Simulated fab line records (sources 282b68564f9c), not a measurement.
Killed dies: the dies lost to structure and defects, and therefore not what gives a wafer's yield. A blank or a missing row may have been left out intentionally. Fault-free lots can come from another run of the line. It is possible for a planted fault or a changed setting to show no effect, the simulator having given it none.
Problem report in the 8D (eight disciplines) form, filled by code	flow rit cmos	the parts of the form that need people (team, actions taken, sign-off) are left out

1. PROBLEM STATEMENT
Wafers free of any fault read 954 (standard deviation 5.4) for PWELL_TW at RIT_PWELL_TW_MEAS_10, against a mean of 922 on 6 wafers of 2 lots. That is -5.9 standard deviations from the usual mean.
The first sign was on wafer L169.1 at day 4 20:32, on film metro-02. At this step, 42 wafers from 14 lots have a number in the record. Rule for "out" (also "out of limits"): further than 4 standard deviations from the usual mean. The rest of the wafers with a number are treated as sound.

2. WHAT IT IS, WHAT IT ISN'T
question	is	is not
which readings at this step	PWELL_TW	-
which lots	L169, L171	L155, L156, L157, L158, L159, L160, L162, L163, L165, L173, L175, L177
which wafers of those lots	all that have a number	-
read on which gauges	film metro-02	film metro-03, film metro-04
when	from day 4 20:32	up to then (27 sound wafers); but 9 sound wafers of L173, L175, L177 came after

3. WHAT RULES OUT EACH SUSPECT
Counting: a tool at any process step up to the reading remains a suspect when it ran all the lots that are out and ran no sound lot after the first of those.
- the gauge at RIT_PWELL_TW_MEAS_10 has been ruled out. All the wafers that are out were read on film metro-02, but those of them that RIT_PWELL_IMPLANT_08 has rows for are out there too, on other tools.
- implanter-03 at RIT_PWELL_IMPLANT_08: kept. It ran every lot that is out, first L169 (day 4 20:13), and no sound lot after that; its last sound lot up to then is L160 (day 2 23:49). Its own beam on s, faraday current uA readings are out on those wafers.
After counting, what remains is implanter-03 at RIT_PWELL_IMPLANT_08.

4. THE CAUSE (what the simulator had put in)
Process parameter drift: implanter-03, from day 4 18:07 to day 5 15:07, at RIT_PWELL_IMPLANT_08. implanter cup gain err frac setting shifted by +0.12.
Counting left only this tool.

5. THE CHAIN OF EFFECTS, in route order
Each row: a reading where the mean over the struck wafers with a number is more than 3 standard deviations away from the usual. Only readings whose record carries a usual standard deviation are examined. hours: median over the lots of the time between each lot's start at the first step of this table that gives one and its start at this step. sigmas: the change, counted in usual standard deviations.
hours	step	reading	usual	on struck wafers	change	sigmas
0	RIT_PWELL_IMPLANT_08	beam on s	9.98 s	8.88	-1.10	-5.8
0	RIT_PWELL_IMPLANT_08	faraday current uA	222	250	+28	+6.7
0	RIT_PWELL_TW_MEAS_10	PWELL_TW	954	922	-32	-5.9
11	RIT_WELLDRIVE_RS_MEAS_02	PWELL_RS	429.5 ohm/sq	461.9	+32.4	+29
The process steps in it:
- RIT_PWELL_IMPLANT_08

6. WHAT WOULD HAVE CAUGHT IT SOONER
In this record the first reading out of limits at a measuring or inspecting step was taken at day 4 20:32, 2 hours after the fault began at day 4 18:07.
Tool's own readings at RIT_PWELL_IMPLANT_08, beam on s, faraday current uA: out on all struck wafers the step has rows for; an alarm limit on them would have tripped on the first.
Lots out: 2; of these, L171 started RIT_PWELL_IMPLANT_08 on implanter-03 after day 4 20:32. It would have been spared by a hold on the tool at that moment.
